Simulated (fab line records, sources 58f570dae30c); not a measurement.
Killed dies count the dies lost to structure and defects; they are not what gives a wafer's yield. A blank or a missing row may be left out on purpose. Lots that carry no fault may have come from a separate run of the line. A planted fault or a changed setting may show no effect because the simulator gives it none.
Split-lot experiment / flow berkeleyCmos170 / 23 wafers read from 5 lots, route of 331 steps

SPLIT DETAILS
At UCB170_SILICIDE_SPUTTER_01 (material Ti, target thk 30 nm, time 25 s), the setting timeS was moved away from the recipe's 25 s on 10 of the 23 wafers read, by -10.2% to +6.6%. The other wafers ran this setting at the recipe's value.

THE PATH FROM SPLIT TO READING: the file shows 1 step between them
- UCB170_SILICIDE_RS_MEAS_02: measures by four-point-probe

THE READING
SILICIDE_TI_THK, in nm, at UCB170_SILICIDE_THK_MEAS_03 (measures by xrf). Fault-free wafers of this fab line usually give 29.6 nm, standard deviation 0.48 nm.

wafer=L075.1; tool, chamber at the split=pvdSputter-01, -; timeS as run, s=25; against the recipe=recipe; SILICIDE_TI_THK, nm=30.1; against lot-mates on the recipe=-
wafer=L075.2; tool, chamber at the split=pvdSputter-01, -; timeS as run, s=26.65; against the recipe=+6.6%; SILICIDE_TI_THK, nm=32.0; against lot-mates on the recipe=+1.9
wafer=L075.3; tool, chamber at the split=pvdSputter-01, -; timeS as run, s=26.65; against the recipe=+6.6%; SILICIDE_TI_THK, nm=31.6; against lot-mates on the recipe=+1.6
wafer=L075.4; tool, chamber at the split=pvdSputter-01, -; timeS as run, s=25; against the recipe=recipe; SILICIDE_TI_THK, nm=30.0; against lot-mates on the recipe=-
wafer=L075.6; tool, chamber at the split=pvdSputter-01, -; timeS as run, s=26.65; against the recipe=+6.6%; SILICIDE_TI_THK, nm=31.8; against lot-mates on the recipe=+1.8
wafer=L077.1; tool, chamber at the split=pvdSputter-03, -; timeS as run, s=26.34; against the recipe=+5.4%; SILICIDE_TI_THK, nm=31.1; against lot-mates on the recipe=+0.8
wafer=L077.2; tool, chamber at the split=pvdSputter-03, -; timeS as run, s=25; against the recipe=recipe; SILICIDE_TI_THK, nm=30.1; against lot-mates on the recipe=-
wafer=L077.4; tool, chamber at the split=pvdSputter-03, -; timeS as run, s=25; against the recipe=recipe; SILICIDE_TI_THK, nm=30.5; against lot-mates on the recipe=-
wafer=L077.5; tool, chamber at the split=pvdSputter-03, -; timeS as run, s=25; against the recipe=recipe; SILICIDE_TI_THK, nm=30.4; against lot-mates on the recipe=-
wafer=L077.6; tool, chamber at the split=pvdSputter-03, -; timeS as run, s=26.34; against the recipe=+5.4%; SILICIDE_TI_THK, nm=31.8; against lot-mates on the recipe=+1.5
wafer=L076.1; tool, chamber at the split=pvdSputter-04, -; timeS as run, s=25; against the recipe=recipe; SILICIDE_TI_THK, nm=30.1; against lot-mates on the recipe=-
wafer=L076.2; tool, chamber at the split=pvdSputter-04, -; timeS as run, s=22.44; against the recipe=-10.2%; SILICIDE_TI_THK, nm=27.3; against lot-mates on the recipe=-2.5
wafer=L076.4; tool, chamber at the split=pvdSputter-04, -; timeS as run, s=25; against the recipe=recipe; SILICIDE_TI_THK, nm=29.9; against lot-mates on the recipe=-
wafer=L076.5; tool, chamber at the split=pvdSputter-04, -; timeS as run, s=22.44; against the recipe=-10.2%; SILICIDE_TI_THK, nm=27.0; against lot-mates on the recipe=-2.8
wafer=L076.6; tool, chamber at the split=pvdSputter-04, -; timeS as run, s=25; against the recipe=recipe; SILICIDE_TI_THK, nm=29.4; against lot-mates on the recipe=-
wafer=L079.1; tool, chamber at the split=pvdSputter-01, -; timeS as run, s=25; against the recipe=recipe; SILICIDE_TI_THK, nm=29.7; against lot-mates on the recipe=-
wafer=L079.2; tool, chamber at the split=pvdSputter-01, -; timeS as run, s=25; against the recipe=recipe; SILICIDE_TI_THK, nm=29.6; against lot-mates on the recipe=-
wafer=L079.4; tool, chamber at the split=pvdSputter-01, -; timeS as run, s=22.75; against the recipe=-9.0%; SILICIDE_TI_THK, nm=27.2; against lot-mates on the recipe=-2.4
wafer=L079.5; tool, chamber at the split=pvdSputter-01, -; timeS as run, s=22.75; against the recipe=-9.0%; SILICIDE_TI_THK, nm=27.1; against lot-mates on the recipe=-2.5
wafer=L079.6; tool, chamber at the split=pvdSputter-01, -; timeS as run, s=22.75; against the recipe=-9.0%; SILICIDE_TI_THK, nm=26.5; against lot-mates on the recipe=-3.1
wafer=L083.2; tool, chamber at the split=pvdSputter-03, -; timeS as run, s=25; against the recipe=recipe; SILICIDE_TI_THK, nm=29.7; against lot-mates on the recipe=-
wafer=L083.3; tool, chamber at the split=pvdSputter-03, -; timeS as run, s=25; against the recipe=recipe; SILICIDE_TI_THK, nm=29.7; against lot-mates on the recipe=-
wafer=L083.5; tool, chamber at the split=pvdSputter-03, -; timeS as run, s=25; against the recipe=recipe; SILICIDE_TI_THK, nm=29.8; against lot-mates on the recipe=-

THE FIT
A straight line over all 23 wafers: SILICIDE_TI_THK changes by +0.297 nm for each +1% of timeS; r = +0.98; the points scatter about the line by 0.33 nm.
The same after taking each lot's own level away (the mean of its wafers on the recipe; 23 wafers): +0.27 nm for each +1%; r = +0.98; scatter 0.26 nm.
Per that fit: largest timeS move, reading shift of 2.8 nm.
Across the lots, their own levels run from 29.65 to 30.33 nm, a range of 1.4 times the standard deviation given above.
Hence the lot-to-lot level has little effect on the slope; both slopes agree.
Check: -2.9 nm against its lot-mates is what the line predicts for one of the wafers moved furthest among these (-10.2%) when that wafer is left out of the fit. It came out at -2.5 nm against them.

THE WHOLE CHAIN: every reading that the file lists as answering this split, in the file's order
step=UCB170_SILICIDE_SPUTTER_01; what it does=material Ti, target thk 30 nm, time 25 s; reading=Ti_of_SILICIDE_SPUTTER_01.thkNm (the simulator's own value, which no gauge read); change (the file's fit)=+0.272 nm for each +1% of the setting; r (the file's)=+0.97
step=UCB170_SILICIDE_RS_MEAS_02; what it does=measures by four-point-probe; reading=SILICIDE_TI_RS; change (the file's fit)=-0.299 for each +1% of the setting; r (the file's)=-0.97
step=UCB170_SILICIDE_THK_MEAS_03; what it does=measures by xrf; reading=SILICIDE_TI_THK; change (the file's fit)=+0.269 for each +1% of the setting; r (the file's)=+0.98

FILE'S OWN FIT
SILICIDE_TI_THK changes by +0.269 nm for each +1% of timeS, r = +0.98.
